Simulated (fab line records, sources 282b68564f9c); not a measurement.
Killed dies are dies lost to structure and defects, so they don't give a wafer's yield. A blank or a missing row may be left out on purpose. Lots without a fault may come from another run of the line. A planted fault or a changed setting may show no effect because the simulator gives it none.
One fault seen from 2 desks | flow rit_cmos | each desk has only its own numbers; what lay behind them comes last

THE METROLOGY DESK
What the gauges read, lot by lot, whatever tool the lot ran on: means of the sampled wafers that have a number. A lot is out of limits, marked OUT, if its mean lies more than 4 standard deviations from the usual mean; the brackets give that distance.
Columns: A = M1_AL_RS at RIT_M1_RS_MEAS_01, usual 0.0731 ohm/sq; B = M1_AL_THK at RIT_M1_THK_MEAS_02, usual 400 nm; C = cd_nm at RIT_M1_CD_MEAS_09, usual 2600.0 nm; D = M1_OVL at RIT_M1_OVL_MEAS_10, usual 0.5 nm
lot  | first seen here | A      | B   | C      | D
L827 | day 4 09:50     | 0.0730 | 402 | 2601.1 | 2.1
L832 | day 5 10:12     | 0.0722 | 403 | 2601.1 | 0.2
L839 | day 6 19:26     | 0.0741 | 397 | 2598.0 | -1.0
L840 | day 6 20:34     | 0.0731 | 398 | 2601.3 | 2.3
L843 | day 7 15:24     | 0.0719 | 409 | 2595.9 | -1.2
L845 | day 8 00:13     | 0.0737 | 396 | 2601.0 | 1.2
This desk's finding: nothing out of limits on any of the 6 lots.

THE TOOL OWNER'S DESK: rie_metal-04
The tool's own readings at RIT_M1_METAL_ETCH_12 (etches Al in Cl2/BCl3, stops on SiO2, time 165 s, target depth 600 nm): means of the sampled wafers that have a number, for each lot that ran on this tool. A lot is out of limits, marked OUT, if its mean lies more than 4 standard deviations from the usual mean; the brackets give that distance.
Columns: A = drypump_motor_current_A at RIT_M1_METAL_ETCH_12, usual 5.4 A; B = oes_product_au at RIT_M1_METAL_ETCH_12, usual 0.779 a.u.; C = throttle_valve_pct at RIT_M1_METAL_ETCH_12, usual 8.25 %
lot  | first seen here | A   | B     | C
L832 | day 5 11:50     | 5.7 | 0.773 | 8.32
L840 | day 6 22:02     | 5.7 | 0.771 | 8.32
L843 | day 7 16:59     | 5.5 | 0.772 | 8.27
This desk's finding: nothing out of limits on any of the 3 lots.

PUT TOGETHER
The metrology desk saw nothing out of limits.
The tool owner's desk saw nothing out of limits.

WHAT THE SIMULATOR HAD PUT IN
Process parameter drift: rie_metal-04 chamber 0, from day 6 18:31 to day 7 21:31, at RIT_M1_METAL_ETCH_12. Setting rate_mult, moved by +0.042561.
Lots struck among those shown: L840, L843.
